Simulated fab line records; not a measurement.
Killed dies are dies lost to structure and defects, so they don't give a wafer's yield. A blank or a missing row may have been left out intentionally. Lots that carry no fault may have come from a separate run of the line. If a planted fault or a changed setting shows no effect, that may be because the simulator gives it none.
Split-lot trial || flow berkeley cmos170 || route with 331 steps; 5 lots, 23 wafers read

ON THE SPLIT
At UCB170_PFIELD_COAT_01 (resist thk 900 nm), the setting resist thk nm was moved away from the recipe's 900 nm on 7 of the 23 wafers read, by -4.2% to +2.6%. This setting was run at the recipe's value on the other wafers.

The split's own step is where the reading is taken.

THE READING
KrF_of_PFIELD_COAT_01.thk nm (the simulator's own value, which no gauge read), in nm, at UCB170_PFIELD_COAT_01 (resist thk 900 nm). No usual value for it is given in the file. Across the 16 wafers here that went through the recipe, the average is 900.7 nm and the standard deviation 3.4 nm.

{"wafer": "L077.1", "tool, chamber at the split": "litho track-04, 0", "resist thk nm as run, nm": 900, "against the recipe": "recipe", "KrF_of_PFIELD_COAT_01.thk nm, nm": 899, "against lot-mates on the recipe": "-"}
{"wafer": "L077.3", "tool, chamber at the split": "litho track-04, 0", "resist thk nm as run, nm": 923.3, "against the recipe": "+2.6%", "KrF_of_PFIELD_COAT_01.thk nm, nm": 925.2, "against lot-mates on the recipe": "+26.8"}
{"wafer": "L077.4", "tool, chamber at the split": "litho track-04, 0", "resist thk nm as run, nm": 900, "against the recipe": "recipe", "KrF_of_PFIELD_COAT_01.thk nm, nm": 898.1, "against lot-mates on the recipe": "-"}
{"wafer": "L077.5", "tool, chamber at the split": "litho track-04, 0", "resist thk nm as run, nm": 900, "against the recipe": "recipe", "KrF_of_PFIELD_COAT_01.thk nm, nm": 898, "against lot-mates on the recipe": "-"}
{"wafer": "L077.6", "tool, chamber at the split": "litho track-04, 0", "resist thk nm as run, nm": 923.3, "against the recipe": "+2.6%", "KrF_of_PFIELD_COAT_01.thk nm, nm": 922.3, "against lot-mates on the recipe": "+23.9"}
{"wafer": "L080.1", "tool, chamber at the split": "litho track-01, 0", "resist thk nm as run, nm": 900, "against the recipe": "recipe", "KrF_of_PFIELD_COAT_01.thk nm, nm": 902.2, "against lot-mates on the recipe": "-"}
{"wafer": "L080.3", "tool, chamber at the split": "litho track-01, 0", "resist thk nm as run, nm": 900, "against the recipe": "recipe", "KrF_of_PFIELD_COAT_01.thk nm, nm": 900, "against lot-mates on the recipe": "-"}
{"wafer": "L080.6", "tool, chamber at the split": "litho track-01, 0", "resist thk nm as run, nm": 900, "against the recipe": "recipe", "KrF_of_PFIELD_COAT_01.thk nm, nm": 899.8, "against lot-mates on the recipe": "-"}
{"wafer": "L079.1", "tool, chamber at the split": "litho track-04, 0", "resist thk nm as run, nm": 900, "against the recipe": "recipe", "KrF_of_PFIELD_COAT_01.thk nm, nm": 903.3, "against lot-mates on the recipe": "-"}
{"wafer": "L079.3", "tool, chamber at the split": "litho track-04, 0", "resist thk nm as run, nm": 900, "against the recipe": "recipe", "KrF_of_PFIELD_COAT_01.thk nm, nm": 902.4, "against lot-mates on the recipe": "-"}
{"wafer": "L079.4", "tool, chamber at the split": "litho track-04, 0", "resist thk nm as run, nm": 900, "against the recipe": "recipe", "KrF_of_PFIELD_COAT_01.thk nm, nm": 906.9, "against lot-mates on the recipe": "-"}
{"wafer": "L079.5", "tool, chamber at the split": "litho track-04, 0", "resist thk nm as run, nm": 900, "against the recipe": "recipe", "KrF_of_PFIELD_COAT_01.thk nm, nm": 902.6, "against lot-mates on the recipe": "-"}
{"wafer": "L079.6", "tool, chamber at the split": "litho track-04, 0", "resist thk nm as run, nm": 900, "against the recipe": "recipe", "KrF_of_PFIELD_COAT_01.thk nm, nm": 903.1, "against lot-mates on the recipe": "-"}
{"wafer": "L084.1", "tool, chamber at the split": "litho track-01, 0", "resist thk nm as run, nm": 915.8, "against the recipe": "+1.8%", "KrF_of_PFIELD_COAT_01.thk nm, nm": 907.2, "against lot-mates on the recipe": "+13.2"}
{"wafer": "L084.2", "tool, chamber at the split": "litho track-01, 0", "resist thk nm as run, nm": 915.8, "against the recipe": "+1.8%", "KrF_of_PFIELD_COAT_01.thk nm, nm": 910.8, "against lot-mates on the recipe": "+16.8"}
{"wafer": "L084.3", "tool, chamber at the split": "litho track-01, 0", "resist thk nm as run, nm": 900, "against the recipe": "recipe", "KrF_of_PFIELD_COAT_01.thk nm, nm": 891.6, "against lot-mates on the recipe": "-"}
{"wafer": "L084.5", "tool, chamber at the split": "litho track-01, 0", "resist thk nm as run, nm": 900, "against the recipe": "recipe", "KrF_of_PFIELD_COAT_01.thk nm, nm": 896.5, "against lot-mates on the recipe": "-"}
{"wafer": "L084.6", "tool, chamber at the split": "litho track-01, 0", "resist thk nm as run, nm": 915.8, "against the recipe": "+1.8%", "KrF_of_PFIELD_COAT_01.thk nm, nm": 909.8, "against lot-mates on the recipe": "+15.8"}
{"wafer": "L085.1", "tool, chamber at the split": "litho track-04, 0", "resist thk nm as run, nm": 862.2, "against the recipe": "-4.2%", "KrF_of_PFIELD_COAT_01.thk nm, nm": 863.8, "against lot-mates on the recipe": -38.8}
{"wafer": "L085.2", "tool, chamber at the split": "litho track-04, 0", "resist thk nm as run, nm": 900, "against the recipe": "recipe", "KrF_of_PFIELD_COAT_01.thk nm, nm": 903.1, "against lot-mates on the recipe": "-"}
{"wafer": "L085.4", "tool, chamber at the split": "litho track-04, 0", "resist thk nm as run, nm": 900, "against the recipe": "recipe", "KrF_of_PFIELD_COAT_01.thk nm, nm": 902.9, "against lot-mates on the recipe": "-"}
{"wafer": "L085.5", "tool, chamber at the split": "litho track-04, 0", "resist thk nm as run, nm": 862.2, "against the recipe": "-4.2%", "KrF_of_PFIELD_COAT_01.thk nm, nm": 869.4, "against lot-mates on the recipe": -33.2}
{"wafer": "L085.6", "tool, chamber at the split": "litho track-04, 0", "resist thk nm as run, nm": 900, "against the recipe": "recipe", "KrF_of_PFIELD_COAT_01.thk nm, nm": 901.7, "against lot-mates on the recipe": "-"}

THE FIT
A straight line over all 23 wafers: KrF_of_PFIELD_COAT_01.thk nm changes by +7.8 nm for each +1% of resist thk nm; r = +0.96; the points scatter about the line by 3.8 nm.
The same after taking each lot's own level away (the mean of its wafers on the recipe; 23 wafers): +8.86 nm for each +1%; r = +0.99; scatter 1.8 nm.
Per that fit: largest resist thk nm move, reading shift of 37 nm.
Across the lots, their own levels run from 894.05 to 903.66 nm, a range of 2.8 times the standard deviation given above.
In other words, the slope is changed by the lot-to-lot level; the two fits disagree.
Check: -35.9 nm against its lot-mates is what the line predicts for one of the wafers moved furthest among these (-4.2%) when that wafer is left out of the fit. Against them it came out at -38.8 nm.

ADDITIONAL SPLITS CARRIED BY THESE WAFERS
Before the reading, these wafers also passed through other splits. Each is held against what the fit with the lots' levels taken away leaves over:
{"other split on the same wafers": "UCB170_START_OXIDATION_02 ox time s", "wafers away from the commonest value": 15, "r with KrF_of_PFIELD_COAT_01.thk nm (lot level and that fit taken away)": -0.05}
{"other split on the same wafers": "UCB170_NWELL_OXIDATION_01 ox time s", "wafers away from the commonest value": 18, "r with KrF_of_PFIELD_COAT_01.thk nm (lot level and that fit taken away)": -0.17}
{"other split on the same wafers": "UCB170_PWELL_ETCH_14 time s", "wafers away from the commonest value": 9, "r with KrF_of_PFIELD_COAT_01.thk nm (lot level and that fit taken away)": "+0.29"}

THE WHOLE CHAIN: every reading that the file lists as answering this split, in the file's order
{"step": "UCB170_PFIELD_COAT_01", "what it does": "resist thk 900 nm", "reading": "KrF_of_PFIELD_COAT_01.thk nm (the simulator's own value, which no gauge read)", "change (the file's fit)": "+8.88 nm for each +1% of the setting", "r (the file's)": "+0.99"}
{"step": "UCB170_PFIELD_STRIP_08", "what it does": "strips in O2", "reading": "strip time to endpoint s", "change (the file's fit)": "withheld for each +1% of the setting", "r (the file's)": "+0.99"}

THE FILE'S OWN FIT
KrF_of_PFIELD_COAT_01.thk nm changes by +8.88 nm for each +1% of resist thk nm, r = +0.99.
